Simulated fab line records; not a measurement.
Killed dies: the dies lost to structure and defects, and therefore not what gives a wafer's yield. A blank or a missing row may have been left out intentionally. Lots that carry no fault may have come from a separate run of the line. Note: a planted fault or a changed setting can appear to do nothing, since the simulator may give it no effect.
Which tool is to blame? | flow rit cmos | 9 lots with 27 wafers sampled at 2 steps, on a route of 202 steps

WHAT EACH GAUGE READ, for each wafer
RIT_PSD_TW_MEAS_10.
lot  | measured    | on            | PSD_TW
L567 | day 3 05:08 | film metro-01 | 3409 3425 3419
L568 | day 3 11:00 | film metro-02 | 3459 3465 3467
L569 | day 3 13:43 | film metro-03 | 3433 3431 3427
L570 | day 3 20:35 | film metro-02 | 3469 3433 3458
L571 | day 4 00:37 | film metro-02 | 3456 3447 3473
L572 | day 4 04:15 | film metro-03 | 2922 2923 2920 2918 2911 2910
L573 | day 4 07:26 | film metro-01 | 2938 2944 2929 2925 2931 2945
L574 | day 4 16:11 | film metro-03 | 2909 2894 2913 2915 2916 2919
L575 | day 4 17:53 | film metro-01 | 2930 2944 2941 2933 2949 2925

WHICH TOOL RAN EACH LOT (tool, then ch and the chambers of the sampled wafers, then the start)
lot  | RIT_PSD_IMPLANT_08
L567 | implanter-01 ch 0, day 3 04:49
L568 | implanter-01 ch 0, day 3 10:41
L569 | implanter-03 ch 0, day 3 13:24
L570 | implanter-03 ch 0, day 3 20:17
L571 | implanter-01 ch 0, day 4 00:17
L572 | implanter-02 ch 0, day 4 03:56
L573 | implanter-03 ch 0, day 4 07:07
L574 | implanter-01 ch 0, day 4 15:52
L575 | implanter-01 ch 0, day 4 17:35
- RIT_PSD_IMPLANT_08

THE ANSWER, worked out from the rows above alone
Rule: what is usual is taken from the lots themselves. The widest of any qualifying gaps counts: lots, ordered by their means at a reading, are off when they make up no more than a third of the lots, leave a main group of 4 or more, and stand apart from it by 3 or more times the standard deviation of that group's means. Not used: any main group whose means are identical at the precision the tables above print for the reading. Also off: a lot with no number at a reading for which 4 or more lots have one. The other lots that the step has rows for count as sound.
No lot is off at any reading shown: from this, nothing can be told.

WHAT HAD BEEN PUT IN BY THE SIMULATOR
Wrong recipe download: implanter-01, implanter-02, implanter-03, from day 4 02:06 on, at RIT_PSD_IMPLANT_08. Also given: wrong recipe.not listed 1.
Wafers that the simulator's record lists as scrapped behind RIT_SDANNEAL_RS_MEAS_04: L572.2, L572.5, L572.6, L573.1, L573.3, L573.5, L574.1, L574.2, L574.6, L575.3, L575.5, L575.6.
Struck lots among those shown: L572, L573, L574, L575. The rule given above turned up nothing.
